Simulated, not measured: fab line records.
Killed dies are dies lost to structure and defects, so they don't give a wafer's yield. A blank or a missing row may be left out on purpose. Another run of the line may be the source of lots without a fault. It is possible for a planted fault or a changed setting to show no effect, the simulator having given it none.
Struck lot and sound lot, side by side :: flow berkeley-cmos170 :: 17 steps out of a route of 331
Sound: the wafers L661.1, L661.4, L661.5. Wafers struck: L655.2, L655.5, L655.6. The cause comes at the end.
Each step with rows lists, per side, the tool, then ch with its chambers, then its first start. Under that, the readings that differ: sound wafers :: struck wafers :: difference of the means :: sigmas: that difference in standard deviations of wafers without a fault.
alike: same words and numbers on both sides, and readings whose means sit less than 2 such deviations apart. not compared: any withheld reading, any reading some wafer has no value for, any bound like >300 that may hide the same value, and any number with overlapping values for which the record gives no deviation.
The two part at a step that has a row with sigmas, a row that says differs or no value, or rows on one side only. Numbers that don't overlap but have no deviation are shown without sigmas and don't part them. A reading that every wafer of one side lacks parts them only if that side has two wafers or more.

first, 5 steps without rows for these wafers: UCB170_NLDD_COAT_01 (resist thk 900 nm); UCB170_NLDD_SOFTBAKE_02 (time 60 s); UCB170_NLDD_EXPOSE_03 (exposes mask NSELECT, target cd 1200 nm); UCB170_NLDD_PEB_04; UCB170_NLDD_DEVELOP_05 (develop time 45 s).
UCB170_NLDD_CD_MEAS_06: target cd 1200 nm.
  struck on cd-sem-02, day 7 21:58; sound on cd-sem-02, day 8 22:52
  alike: cd-nm
UCB170_NLDD_OVL_MEAS_07:
  struck on overlay-01, day 7 22:05; sound on overlay-01, day 8 22:59
  alike: NLDD_OVL
then, 2 steps without rows for these wafers: UCB170_NLDD_IMPLANT_08; UCB170_NLDD_IMPLANT_09.
UCB170_NLDD_STRIP_10: strips in O2.
  sound on plasma-asher-04 ch 0,1, day 8 23:19; struck on plasma-asher-02 ch 0,1, day 7 22:25
  alike: drypump-motor-current-A, oes-product-au, strip-time-to-endpoint-s
  not compared: rf-hours-counter-h
UCB170_NLDD_TW_MEAS_11:
  struck on film-metro-02, day 7 22:31; sound on film-metro-04, day 8 23:25
  alike: NLDD_TW
then, 1 step without rows for these wafers: UCB170_NLDD_CLEAN_12 (cleans in SPM, time 600 s).
UCB170_SPACER_CVD_00: deposits SiO2 from TEOS/O2, target thk 376 nm, time 47 s.
  sound on pecvd-02 ch 0,1, day 8 23:40; struck on pecvd-04 ch 0,2, day 7 22:44
reading: model.SiO2_of_SPACER_CVD_00.thk-nm (nm)
sound: 375.4 381.4 378.9
struck: 419.6 430.6 425.8
difference: +46.8
sigmas: 
  alike: heater-power-w
UCB170_SPACER_THK_MEAS_01:
  struck on film-metro-04, day 7 22:47; sound on film-metro-04, day 8 23:43
reading: SPACER_TEOS_THK (nm)
sound: 375 382 379
struck: 420 430 426
difference: +47
sigmas: +10
then, 1 step without rows for these wafers: UCB170_SPACER_ANNEAL_02 (time 1800 s).
UCB170_SPACER_ETCHBACK_03: etches SiO2 in CHF3/CF4/Ar, stops on Si, target depth 376 nm, time 100 s.
  sound on rie-diel-01 ch 0,1,2, day 9 05:28; struck on rie-diel-01 ch 1,2,3, day 8 02:43
reading: oes-product-au (a.u.)
sound: 0.926 0.913 0.894
struck: 0.986 0.995 0.987
difference: +0.078
sigmas: +5

reading: model.etch.depth-nm (nm)
sound: 375.4 381.4 378.9
struck: 419.6 424.6 425.8
difference: +44.8
sigmas: 
  alike: cf4-flow-sccm, drypump-motor-current-A, throttle-valve-pct
  not compared: rf-hours-counter-h
then, 1 step without rows for these wafers: UCB170_PSD_HMDS_00 (prime time 60 s).

== WHERE THEY PART ==
First at UCB170_SPACER_THK_MEAS_01; last, within this record, at UCB170_SPACER_ETCHBACK_03.

WHY: whatever the simulator had introduced
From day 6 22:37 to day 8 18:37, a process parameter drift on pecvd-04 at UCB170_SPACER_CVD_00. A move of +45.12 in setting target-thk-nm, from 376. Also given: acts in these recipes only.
